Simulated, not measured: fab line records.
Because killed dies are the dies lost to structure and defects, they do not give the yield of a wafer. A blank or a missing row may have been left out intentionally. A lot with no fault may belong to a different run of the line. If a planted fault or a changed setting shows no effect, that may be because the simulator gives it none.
Split-lot study / flow berkeleyCmos170 / route with 331 steps; 5 lots, 23 wafers read

== THE SPLIT ==
At UCB170_V2_CMP_02 (polishes SiO2), the setting leaveAboveRefNm was moved away from the recipe's 1000 nm on 5 of the 23 wafers read, by -7.1% to -5.9%. This setting was run at the recipe's value on the other wafers.

No step appears in the file between the split and the reading.

== THE READING ==
V2_POLISHED_THK, in nm, at UCB170_V2_THK_MEAS_04. Fault-free wafers of this fab line usually give 1000.3 nm, standard deviation 1.1 nm.

wafer=L078.1; tool, chamber at the split=cmp-01, 1,0; leaveAboveRefNm as run, nm=1000; against the recipe=recipe; V2_POLISHED_THK, nm=1000.5; against lot-mates on the recipe=-
wafer=L078.2; tool, chamber at the split=cmp-01, 0; leaveAboveRefNm as run, nm=1000; against the recipe=recipe; V2_POLISHED_THK, nm=999.4; against lot-mates on the recipe=-
wafer=L078.3; tool, chamber at the split=cmp-01, 2; leaveAboveRefNm as run, nm=928.6; against the recipe=-7.1%; V2_POLISHED_THK, nm=929.2; against lot-mates on the recipe=-71.0
wafer=L078.5; tool, chamber at the split=cmp-01, 1; leaveAboveRefNm as run, nm=928.6; against the recipe=-7.1%; V2_POLISHED_THK, nm=929.5; against lot-mates on the recipe=-70.7
wafer=L078.6; tool, chamber at the split=cmp-01, 1,0; leaveAboveRefNm as run, nm=1000; against the recipe=recipe; V2_POLISHED_THK, nm=1000.7; against lot-mates on the recipe=-
wafer=L075.1; tool, chamber at the split=cmp-02, 1,3; leaveAboveRefNm as run, nm=1000; against the recipe=recipe; V2_POLISHED_THK, nm=1000.7; against lot-mates on the recipe=-
wafer=L075.2; tool, chamber at the split=cmp-02, 1,3; leaveAboveRefNm as run, nm=1000; against the recipe=recipe; V2_POLISHED_THK, nm=1001.2; against lot-mates on the recipe=-
wafer=L075.4; tool, chamber at the split=cmp-02, 0,1,2; leaveAboveRefNm as run, nm=1000; against the recipe=recipe; V2_POLISHED_THK, nm=1000.5; against lot-mates on the recipe=-
wafer=L075.5; tool, chamber at the split=cmp-02, 0,1,2; leaveAboveRefNm as run, nm=1000; against the recipe=recipe; V2_POLISHED_THK, nm=1000.3; against lot-mates on the recipe=-
wafer=L075.6; tool, chamber at the split=cmp-02, 0,1,2; leaveAboveRefNm as run, nm=1000; against the recipe=recipe; V2_POLISHED_THK, nm=1001.1; against lot-mates on the recipe=-
wafer=L081.1; tool, chamber at the split=cmp-01, 2,3,1; leaveAboveRefNm as run, nm=1000; against the recipe=recipe; V2_POLISHED_THK, nm=1000.0; against lot-mates on the recipe=-
wafer=L081.2; tool, chamber at the split=cmp-01, 0; leaveAboveRefNm as run, nm=1000; against the recipe=recipe; V2_POLISHED_THK, nm=998.8; against lot-mates on the recipe=-
wafer=L081.3; tool, chamber at the split=cmp-01, 2,3,1; leaveAboveRefNm as run, nm=1000; against the recipe=recipe; V2_POLISHED_THK, nm=999.3; against lot-mates on the recipe=-
wafer=L081.4; tool, chamber at the split=cmp-01, 1; leaveAboveRefNm as run, nm=1000; against the recipe=recipe; V2_POLISHED_THK, nm=999.3; against lot-mates on the recipe=-
wafer=L081.5; tool, chamber at the split=cmp-01, 2,3,1; leaveAboveRefNm as run, nm=1000; against the recipe=recipe; V2_POLISHED_THK, nm=1000.7; against lot-mates on the recipe=-
wafer=L080.1; tool, chamber at the split=cmp-01, 3,0,2; leaveAboveRefNm as run, nm=1000; against the recipe=recipe; V2_POLISHED_THK, nm=1002.3; against lot-mates on the recipe=-
wafer=L080.3; tool, chamber at the split=cmp-01, 3,0,2; leaveAboveRefNm as run, nm=1000; against the recipe=recipe; V2_POLISHED_THK, nm=1001.1; against lot-mates on the recipe=-
wafer=L080.6; tool, chamber at the split=cmp-01, 3,0,2; leaveAboveRefNm as run, nm=1000; against the recipe=recipe; V2_POLISHED_THK, nm=1000.7; against lot-mates on the recipe=-
wafer=L083.1; tool, chamber at the split=cmp-01, 3,1; leaveAboveRefNm as run, nm=1000; against the recipe=recipe; V2_POLISHED_THK, nm=1002.0; against lot-mates on the recipe=-
wafer=L083.2; tool, chamber at the split=cmp-01, 0; leaveAboveRefNm as run, nm=940.8; against the recipe=-5.9%; V2_POLISHED_THK, nm=942.3; against lot-mates on the recipe=-59.0
wafer=L083.3; tool, chamber at the split=cmp-01, 2; leaveAboveRefNm as run, nm=940.8; against the recipe=-5.9%; V2_POLISHED_THK, nm=941.0; against lot-mates on the recipe=-60.3
wafer=L083.4; tool, chamber at the split=cmp-01, 3,1; leaveAboveRefNm as run, nm=1000; against the recipe=recipe; V2_POLISHED_THK, nm=1000.6; against lot-mates on the recipe=-
wafer=L083.5; tool, chamber at the split=cmp-01, 3; leaveAboveRefNm as run, nm=940.8; against the recipe=-5.9%; V2_POLISHED_THK, nm=940.9; against lot-mates on the recipe=-60.4
Where a row lists several chambers, the file gives one row for several wafers and doesn't say which wafer went through which chamber.

FIT RESULTS
A straight line over all 23 wafers: V2_POLISHED_THK changes by +9.98 nm for each +1% of leaveAboveRefNm; r = +1.00; the points scatter about the line by 0.86 nm.
The same after taking each lot's own level away (the mean of its wafers on the recipe; 23 wafers): +10 nm for each +1%; r = +1.00; scatter 0.67 nm.
On that fit, the largest move of leaveAboveRefNm shifts the reading by 72 nm.
Measured against the standard deviation above, the lots' own levels, which go from 999.62 to 1001.37 nm, span 1.6 times it.
The two slopes agree, so the slope changes little with the lot-to-lot level.
Check: -71.7 nm against its lot-mates is what the line predicts for one of the wafers moved furthest among these (-7.1%) when that wafer is left out of the fit. It came out at -71 nm against them.

== THE WHOLE CHAIN: every reading that the file lists as answering this split, in the file's order ==
step=UCB170_V2_CMP_02; what it does=polishes SiO2; reading=SiO2_of_V2_CVD_00.thkNm (the simulator's own value, which no gauge read); change (the file's fit)=+9.98 nm for each +1% of the setting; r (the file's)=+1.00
step=UCB170_V2_THK_MEAS_04; what it does=; reading=V2_POLISHED_THK; change (the file's fit)=+10 for each +1% of the setting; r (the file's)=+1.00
step=UCB170_V2_ETCH_14; what it does=etches SiO2 in CHF3/CF4/Ar, stops on Al, target depth 1250 nm, time 291 s; reading=V2.featureDepthNm (the simulator's own value, which no gauge read); change (the file's fit)=+10 nm for each +1% of the setting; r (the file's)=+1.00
step=UCB170_V2_ETCH_14; what it does=etches SiO2 in CHF3/CF4/Ar, stops on Al, target depth 1250 nm, time 291 s; reading=etch.depthNm (the simulator's own value, which no gauge read); change (the file's fit)=+9.98 nm for each +1% of the setting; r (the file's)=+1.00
step=UCB170_M3_METAL_ETCH_18; what it does=etches Al in Cl2/BCl3, stops on SiO2, target depth 1170 nm, time 195 s; reading=SiO2_of_V2_CVD_00.thkNm (the simulator's own value, which no gauge read); change (the file's fit)=+9.79 nm for each +1% of the setting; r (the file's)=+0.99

== FILE'S OWN FIT ==
V2_POLISHED_THK changes by +10 nm for each +1% of leaveAboveRefNm, r = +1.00.
